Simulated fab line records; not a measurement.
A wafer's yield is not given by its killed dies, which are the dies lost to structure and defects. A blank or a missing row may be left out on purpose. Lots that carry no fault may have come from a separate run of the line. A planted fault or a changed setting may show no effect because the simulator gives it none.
Which of the tools did it? || flow berkeley-cmos170 || 21 wafers from 7 lots sampled at 2 of the route's 331 steps

== WHAT EACH GAUGE READ, for each wafer ==
UCB170_WELLDRIVE_THK_MEAS_02.
{"lot": "L193", "measured": "day 4 15:16", "on": "film-metro-04", "WELLDRIVE_OXIDE_THK (nm)": "205 202 204"}
{"lot": "L195", "measured": "day 5 14:11", "on": "film-metro-04", "WELLDRIVE_OXIDE_THK (nm)": "199 199 199"}
{"lot": "L198", "measured": "day 5 21:31", "on": "film-metro-04", "WELLDRIVE_OXIDE_THK (nm)": "254 250 255"}
{"lot": "L206", "measured": "day 7 08:55", "on": "film-metro-04", "WELLDRIVE_OXIDE_THK (nm)": "200 193 198"}
{"lot": "L208", "measured": "day 7 22:22", "on": "film-metro-03", "WELLDRIVE_OXIDE_THK (nm)": "213 208 209"}
{"lot": "L210", "measured": "day 8 05:41", "on": "film-metro-03", "WELLDRIVE_OXIDE_THK (nm)": "205 207 204"}
{"lot": "L213", "measured": "day 8 16:28", "on": "film-metro-04", "WELLDRIVE_OXIDE_THK (nm)": "190 192 189"}

== TOOL THAT RAN EACH LOT (tool first, then ch and the chambers of the sampled wafers, then the start) ==
{"lot": "L193", "UCB170_WELLDRIVE_OXIDATION_01": "furnace-02 ch 0, day 4 11:46"}
{"lot": "L195", "UCB170_WELLDRIVE_OXIDATION_01": "furnace-02 ch 0, day 5 10:40"}
{"lot": "L198", "UCB170_WELLDRIVE_OXIDATION_01": "furnace-02 ch 0, day 5 17:59"}
{"lot": "L206", "UCB170_WELLDRIVE_OXIDATION_01": "furnace-04 ch 0, day 7 05:25"}
{"lot": "L208", "UCB170_WELLDRIVE_OXIDATION_01": "furnace-04 ch 0, day 7 18:52"}
{"lot": "L210", "UCB170_WELLDRIVE_OXIDATION_01": "furnace-04 ch 0, day 8 02:11"}
{"lot": "L213", "UCB170_WELLDRIVE_OXIDATION_01": "furnace-01 ch 0, day 8 12:57"}
- UCB170_WELLDRIVE_OXIDATION_01: target thk 199 nm, ox time 9000 s.

== THE ANSWER, worked out from the rows above alone ==
Rule: usual is defined by the lots themselves. The widest of any qualifying gaps counts: lots, ordered by their means at a reading, are off when they make up no more than a third of the lots, leave a main group of 4 or more, and stand apart from it by 3 or more times the standard deviation of that group's means. A main group is skipped when, at the precision printed for the reading in the tables above, its means are all equal. Also off: a lot with no number at a reading for which 4 or more lots have one. The other lots that the step has rows for count as sound.
Off: L198, at UCB170_WELLDRIVE_THK_MEAS_02 (WELLDRIVE_OXIDE_THK). For the main group the mean is 201 nm and the standard deviation 6.3.
If a tool, at a process step before that reading, ran all the lots that are off and no sound lot after the first of them, it fits. The gauges at UCB170_WELLDRIVE_THK_MEAS_02 are tried like those tools. One fits: UCB170_WELLDRIVE_OXIDATION_01 on furnace-02. A fault onset in the window from L195 (day 5 10:40, its last sound lot) to L198 (day 5 17:59, its first lot off) fits.

== WHAT THE SIMULATOR PUT IN ==
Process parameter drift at UCB170_WELLDRIVE_OXIDATION_01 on furnace-02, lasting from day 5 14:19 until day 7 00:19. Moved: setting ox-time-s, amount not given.
Shown lots that were struck: L198. The rule above reached the same finding.
